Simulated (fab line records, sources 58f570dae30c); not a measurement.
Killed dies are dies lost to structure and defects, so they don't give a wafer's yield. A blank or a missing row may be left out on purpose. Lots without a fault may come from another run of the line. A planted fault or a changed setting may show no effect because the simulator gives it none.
Split-lot experiment | flow berkeley_cmos170 | 5 lots, 23 wafers read, on a route of 331 steps

THE SPLIT
At UCB170_SILICIDE_SPUTTER_01 (material Ti, target thk 30 nm, time 25 s), the setting power_w was moved away from the recipe's 1500 W on 6 of the 23 wafers read, by -5.7% to +5.2%. The other wafers ran this setting at the recipe's value.

FROM THE SPLIT TO THE READING: what the file shows between them, 1 step
- UCB170_SILICIDE_RS_MEAS_02: measures by four-point-probe

THE READING
SILICIDE_TI_THK, in nm, at UCB170_SILICIDE_THK_MEAS_03 (measures by xrf). Fault-free wafers of this fab line usually give 30.26 nm, standard deviation 0.3 nm.

wafer  | tool, chamber at the split | power_w as run, W | against the recipe | SILICIDE_TI_THK, nm | against lot-mates on the recipe
L078.1 | pvd_sputter-02, -          | 1500              | recipe             | 30.12               | -
L078.4 | pvd_sputter-02, -          | 1500              | recipe             | 29.99               | -
L078.5 | pvd_sputter-02, -          | 1500              | recipe             | 30.17               | -
L079.1 | pvd_sputter-01, -          | 1500              | recipe             | 30.06               | -
L079.2 | pvd_sputter-01, -          | 1434              | -4.4%              | 28.72               | -1.34
L079.4 | pvd_sputter-01, -          | 1500              | recipe             | 30.23               | -
L079.5 | pvd_sputter-01, -          | 1500              | recipe             | 29.88               | -
L079.6 | pvd_sputter-01, -          | 1434              | -4.4%              | 28.57               | -1.49
L080.1 | pvd_sputter-03, -          | 1578              | +5.2%              | 32.21               | +1.56
L080.3 | pvd_sputter-03, -          | 1578              | +5.2%              | 32.41               | +1.76
L080.4 | pvd_sputter-03, -          | 1500              | recipe             | 30.81               | -
L080.5 | pvd_sputter-03, -          | 1500              | recipe             | 30.59               | -
L080.6 | pvd_sputter-03, -          | 1500              | recipe             | 30.55               | -
L081.1 | pvd_sputter-02, -          | 1415              | -5.7%              | 28.37               | -1.68
L081.2 | pvd_sputter-02, -          | 1500              | recipe             | 30.08               | -
L081.3 | pvd_sputter-02, -          | 1500              | recipe             | 30.01               | -
L081.5 | pvd_sputter-02, -          | 1500              | recipe             | 30.05               | -
L081.6 | pvd_sputter-02, -          | 1415              | -5.7%              | 28.05               | -2.00
L084.1 | pvd_sputter-02, -          | 1500              | recipe             | 29.75               | -
L084.2 | pvd_sputter-02, -          | 1500              | recipe             | 30.12               | -
L084.3 | pvd_sputter-02, -          | 1500              | recipe             | 30.46               | -
L084.5 | pvd_sputter-02, -          | 1500              | recipe             | 30.16               | -
L084.6 | pvd_sputter-02, -          | 1500              | recipe             | 29.80               | -

THE FIT
A straight line over all 23 wafers: SILICIDE_TI_THK changes by +0.371 nm for each +1% of power_w; r = +0.97; the points scatter about the line by 0.27 nm.
The same after taking each lot's own level away (the mean of its wafers on the recipe; 23 wafers): +0.321 nm for each +1%; r = +0.98; scatter 0.16 nm.
On that fit, the largest move of power_w shifts the reading by 1.8 nm.
The lots' own levels span 30.047 to 30.650 nm, that is 2.0 times the standard deviation above.
So the lot-to-lot level changes the slope: the two fits differ.
Check: with one of the wafers moved furthest among these (-5.7%) left out of the fit, the line predicts -1.87 nm for it against its lot-mates. It came out at -1.68 nm against them.

OTHER SPLITS ON THESE WAFERS
These wafers also went through other splits before the reading. Each is held against what the fit with the lots' levels taken away leaves over:
other split on the same wafers | wafers away from the commonest value | r with SILICIDE_TI_THK (lot level and that fit taken away)
UCB170_PLDD_PEB_04 peb_temp_c  | 5                                    | +0.14
UCB170_NSD_PEB_04 peb_temp_c   | 4                                    | -0.11
UCB170_NSD_IMPLANT_08 dose_cm2 | 9                                    | +0.17

THE WHOLE CHAIN: every reading that the file lists as answering this split, in the file's order
step                        | what it does                             | reading                                                                           | change (the file's fit)               | r (the file's)
UCB170_SILICIDE_SPUTTER_01  | material Ti, target thk 30 nm, time 25 s | Ti_of_SILICIDE_SPUTTER_01.thk_nm (the simulator's own value, which no gauge read) | +0.313 nm for each +1% of the setting | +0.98
UCB170_SILICIDE_RS_MEAS_02  | measures by four-point-probe             | SILICIDE_TI_RS                                                                    | -0.331 for each +1% of the setting    | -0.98
UCB170_SILICIDE_THK_MEAS_03 | measures by xrf                          | SILICIDE_TI_THK                                                                   | +0.322 for each +1% of the setting    | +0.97

THE FILE'S OWN FIT
SILICIDE_TI_THK changes by +0.322 nm for each +1% of power_w, r = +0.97.
